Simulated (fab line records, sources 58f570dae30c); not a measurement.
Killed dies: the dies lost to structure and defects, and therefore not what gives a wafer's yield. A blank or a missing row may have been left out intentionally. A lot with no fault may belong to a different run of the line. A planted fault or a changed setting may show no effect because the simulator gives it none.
What tool caused it? :: flow berkeley_cmos170 :: route of 331 steps, sampled at 1 step: 12 lots, 36 wafers

WHAT THE GAUGES READ, wafer by wafer
UCB170_SCREENOX_THK_MEAS_02. Usual: SCREENOX_OXIDE_THK 13.81 nm, standard deviation 0.3.
lot: L159
measured: day 5 14:34
on: film_metro-01
SCREENOX_OXIDE_THK (nm): 13.70 13.91 13.81
flag: 

lot: L160
measured: day 5 14:35
on: film_metro-04
SCREENOX_OXIDE_THK (nm): 13.39 13.76 13.59
flag: 

lot: L158
measured: day 5 14:37
on: film_metro-02
SCREENOX_OXIDE_THK (nm): 13.77 13.63 13.45
flag: 

lot: L164
measured: day 6 12:52
on: film_metro-02
SCREENOX_OXIDE_THK (nm): 14.02 13.92 13.98
flag: 

lot: L166
measured: day 6 21:53
on: film_metro-01
SCREENOX_OXIDE_THK (nm): 13.54 13.44 13.45
flag: 

lot: L173
measured: day 8 10:36
on: film_metro-04
SCREENOX_OXIDE_THK (nm): 14.22 14.43 14.03
flag: 

lot: L176
measured: day 8 17:02
on: film_metro-02
SCREENOX_OXIDE_THK (nm): 13.53 13.36 13.21
flag: 

lot: L175
measured: day 8 21:23
on: film_metro-01
SCREENOX_OXIDE_THK (nm): 13.80 13.67 13.47
flag: 

lot: L178
measured: day 9 11:15
on: film_metro-04
SCREENOX_OXIDE_THK (nm): 13.60 13.92 13.96
flag: 

lot: L179
measured: day 9 11:17
on: film_metro-01
SCREENOX_OXIDE_THK (nm): 14.26 14.10 14.11
flag: 

lot: L180
measured: day 9 21:46
on: film_metro-02
SCREENOX_OXIDE_THK (nm): 13.99 13.86 14.05
flag: 

lot: L181
measured: day 10 05:34
on: film_metro-04
SCREENOX_OXIDE_THK (nm): 13.56 13.36 13.55
flag: 

WHICH TOOL RAN EACH LOT (tool, then ch and the chambers of the sampled wafers, then the start)
The record holds no process step before these readings.

AS READ BY THE TOOLS THEMSELVES (means over the sampled wafers that have a number; for cases with no such wafer, the mark the record gives instead)
The record holds no such reading with a usual standard deviation.

THE ANSWER, worked out from the rows above alone
Rule: a lot counts as off when the mean over its wafers that have a number is more than 3 standard deviations away from the usual mean. Also off: a lot with no number at a reading for which 4 or more lots have one. Any other lot the step has rows for is counted as sound. Order of review: gauges by route order, followed by the tools' own readings, for which a lot's mean as printed above is used. At the first step where some lot is off, the reading lying furthest off is the one used; lots without a number count as furthest.
No lot is off on any of the readings shown, so nothing can be concluded from this.

WHAT THE SIMULATOR HAD INSERTED
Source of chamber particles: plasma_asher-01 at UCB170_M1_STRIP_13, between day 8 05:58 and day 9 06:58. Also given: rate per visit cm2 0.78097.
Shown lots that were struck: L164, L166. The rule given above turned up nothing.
